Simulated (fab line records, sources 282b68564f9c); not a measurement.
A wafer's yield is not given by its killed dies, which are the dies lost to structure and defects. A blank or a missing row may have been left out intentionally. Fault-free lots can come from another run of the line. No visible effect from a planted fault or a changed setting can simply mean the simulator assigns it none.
Which tool is to blame?	flow rit-cmos	14 lots, 42 wafers sampled, at 2 steps of a route of 202

== WHAT EACH GAUGE READ, for each wafer ==
RIT_ACTIVE_CD_MEAS_11: the cd target is 1400 nm.
lot	measured	on	cd-nm (nm)
L180	day 1 14:35	cd-sem-01	1399.5 1399.8 1399.6
L181	day 1 19:35	cd-sem-01	1398.5 1398.2 1401.5
L182	day 2 00:58	cd-sem-01	1398.9 1399.2 1397.5
L183	day 2 05:35	cd-sem-02	1406.8 1403.6 1405.6
L184	day 2 10:28	cd-sem-01	1400.7 1399.5 1401.3
L185	day 2 15:34	cd-sem-02	1408.0 1409.0 1410.0
L193	day 4 08:16	cd-sem-01	1394.5 1396.1 1393.2
L196	day 4 22:37	cd-sem-01	1399.1 1398.5 1398.5
L197	day 5 03:34	cd-sem-02	1399.2 1398.3 1398.8
L199	day 5 13:26	cd-sem-02	1402.9 1401.6 1403.4
L200	day 5 18:43	cd-sem-01	1399.1 1395.3 1396.3
L201	day 5 23:35	cd-sem-02	1396.7 1397.7 1397.0
L202	day 6 04:26	cd-sem-01	1394.6 1397.8 1396.3
L203	day 6 09:28	cd-sem-02	1398.6 1399.2 1397.6

== WHAT TOOL EACH LOT RAN ON (gives the tool, then ch and the chambers of the sampled wafers, and finally the start) ==
lot	RIT_ACTIVE_DEVELOP_10
L180	litho-track-01 ch 0, day 1 14:00
L181	litho-track-01 ch 0, day 1 19:00
L182	litho-track-01 ch 0, day 2 00:00
L183	litho-track-01 ch 0, day 2 05:00
L184	litho-track-04 ch 0, day 2 10:00
L185	litho-track-01 ch 0, day 2 15:00
L193	litho-track-02 ch 0, day 4 08:00
L196	litho-track-04 ch 0, day 4 22:00
L197	litho-track-04 ch 0, day 5 03:00
L199	litho-track-01 ch 0, day 5 13:00
L200	litho-track-04 ch 0, day 5 18:00
L201	litho-track-04 ch 0, day 5 23:00
L202	litho-track-02 ch 0, day 6 04:00
L203	litho-track-01 ch 0, day 6 09:00
- RIT_ACTIVE_DEVELOP_10: develop time 50 s.

== WHAT THE TOOLS THEMSELVES READ (means of the sampled wafers that have a number; where no wafer has one, the mark that the record gives instead) ==
RIT_ACTIVE_DEVELOP_10.
lot	tool	exhaust-pa (Pa)
L180	litho-track-01	45.8
L181	litho-track-01	45.4
L182	litho-track-01	45.3
L183	litho-track-01	45.3
L184	litho-track-04	45.4
L185	litho-track-01	45.0
L193	litho-track-02	44.6
L196	litho-track-04	46.2
L197	litho-track-04	45.9
L199	litho-track-01	46.2
L200	litho-track-04	44.7
L201	litho-track-04	43.6
L202	litho-track-02	45.4
L203	litho-track-01	44.9

== THE ANSWER, worked out from the rows above alone ==
Rule: usual is defined by the lots themselves. The widest of any qualifying gaps counts: lots, ordered by their means at a reading, are off when they make up no more than a third of the lots, leave a main group of 4 or more, and stand apart from it by 3 or more times the standard deviation of that group's means. A main group whose means are all the same, to the digits that the tables above print for the reading, isn't used. Also off: a lot with no number at a reading for which 4 or more lots have one. Where the step has rows for the other lots, those lots are counted as sound. After the gauges, taken in route order, come the tools' own readings; for these a lot's mean is taken, as printed above. The first step at which some lot is off is used, and at that step the reading that is off furthest; a lot without a number counts as furthest.
None of the lots is off at any reading shown; this tells nothing.

== WHAT THE SIMULATOR PUT IN ==
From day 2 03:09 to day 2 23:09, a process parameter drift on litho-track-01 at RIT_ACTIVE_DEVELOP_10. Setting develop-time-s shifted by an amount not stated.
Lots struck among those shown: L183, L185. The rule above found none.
